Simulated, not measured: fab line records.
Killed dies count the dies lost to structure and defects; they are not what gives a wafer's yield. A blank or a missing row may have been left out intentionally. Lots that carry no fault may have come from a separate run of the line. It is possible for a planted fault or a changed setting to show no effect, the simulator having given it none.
Comparing a struck lot with a sound one :: flow berkeley cmos170 :: 19 out of 331 route steps
Sound: the wafers L217.2, L217.3, L217.6. Struck: wafers L220.1, L220.4, L220.5. Last of all comes the cause.
At each step with rows: each side's tool, then ch and its chambers, then its first start. Under that, the readings that differ: sound wafers :: struck wafers :: difference of the means :: sigmas: that difference in standard deviations of wafers without a fault.
alike: a reading whose means differ by less than 2 such deviations, as well as words and numbers matching on both sides. not compared: withheld readings; readings where some wafer has no value; bounds like >300 that might hide an equal value; numbers whose values overlap and for which the record gives no deviation.
A row with sigmas, a row that says differs or no value, or rows on one side alone: a step with any of these is where the two part. When numbers do not overlap yet have no deviation, they are printed without sigmas and do not part them. Lack of a reading on every wafer of one side parts them only where that side has two or more wafers.

first, 5 steps without rows for these wafers: UCB170_WELLDRIVE_ANNEAL_03 (time 900 s); UCB170_WELLDRIVE_WET_ETCH_04 (etches SiO2 in BOE, time 120 s); UCB170_ACTIVE_CLEAN_00 (cleans in SPM, time 600 s); UCB170_ACTIVE_CLEAN_01 (cleans in dHF, time 60 s); UCB170_ACTIVE_OXIDATION_02 (target thk 26.4 nm, ox time 1260 s).
UCB170_ACTIVE_THK_MEAS_03:
  sound on film metro-04, day 6 23:27; struck on film metro-04, day 7 21:53
  alike: ACTIVE_OXIDE_THK
then, 2 steps without rows for these wafers: UCB170_ACTIVE_ANNEAL_04 (time 900 s); UCB170_ACTIVE_CVD_05 (deposits Si3N4 from SiH2Cl2/NH3, target thk 220 nm, time 3300 s).
UCB170_ACTIVE_THK_MEAS_06:
  sound on film metro-01, day 7 13:47; struck on film metro-04, day 8 07:45
  alike: ACTIVE_NITRIDE_THK
then, 3 steps without rows for these wafers: UCB170_ACTIVE_HMDS_07 (prime time 60 s); UCB170_ACTIVE_COAT_08 (resist thk 900 nm); UCB170_ACTIVE_SOFTBAKE_09 (time 60 s).
UCB170_ACTIVE_EXPOSE_10: exposes mask ACTIVE, target cd 1200 nm.
  sound on krf scanner-01 ch 0, day 7 14:40; struck on krf scanner-01 ch 0, day 8 08:24
reading: model.ACTIVE.overlay x nm (nm)
sound: 3.115 3.115 3.115
struck: -125 -125 -125
difference: -128
sigmas: 
  alike: mask
then, 2 steps without rows for these wafers: UCB170_ACTIVE_PEB_11; UCB170_ACTIVE_DEVELOP_12 (develop time 45 s).
UCB170_ACTIVE_CD_MEAS_13 targets a cd of 1200 nm.
  sound on cd sem-02, day 7 15:04; struck on cd sem-02, day 8 08:47
  alike: cd nm
UCB170_ACTIVE_OVL_MEAS_14:
  sound on overlay-01, day 7 15:10; struck on overlay-02, day 8 09:07
reading: ACTIVE_OVL (nm)
sound: 4 -6 2
struck: -113 -125 -120
difference: -119
sigmas: -24
  not compared: hold
UCB170_ACTIVE_ETCH_15: etches Si3N4 in CH3F/Ar/O2, stops on SiO2, target depth 242 nm, time 151 s.
  sound on rie diel-03 ch 2,3, day 7 15:11; struck on rie diel-01 ch 0,1, day 8 15:59
reading: hold
sound: - - -
struck: await dispo/6.8h/release await dispo/6.8h/release await dispo/6.8h/release
difference: no value on the sound wafers
sigmas: 
  alike: CH3F_flow_sccm, O2_flow_sccm, drypump motor current A, oes product au, throttle valve pct
  not compared: rf hours counter h
-- the record jumps here: 4 days lie between the struck wafers' starts before and after (it left off in module ACTIVE and takes up again in module M3, whose first step shown is number 331 of the route) --
UCB170_M3_PROBE_99:
  only the struck wafers here have rows in the record (prober-01, day 12 20:58); the sound ones have none

## WHERE THEY PART
Earliest at UCB170_ACTIVE_OVL_MEAS_14; latest, in this record, at UCB170_M3_PROBE_99.

WHY: the cause the simulator had injected
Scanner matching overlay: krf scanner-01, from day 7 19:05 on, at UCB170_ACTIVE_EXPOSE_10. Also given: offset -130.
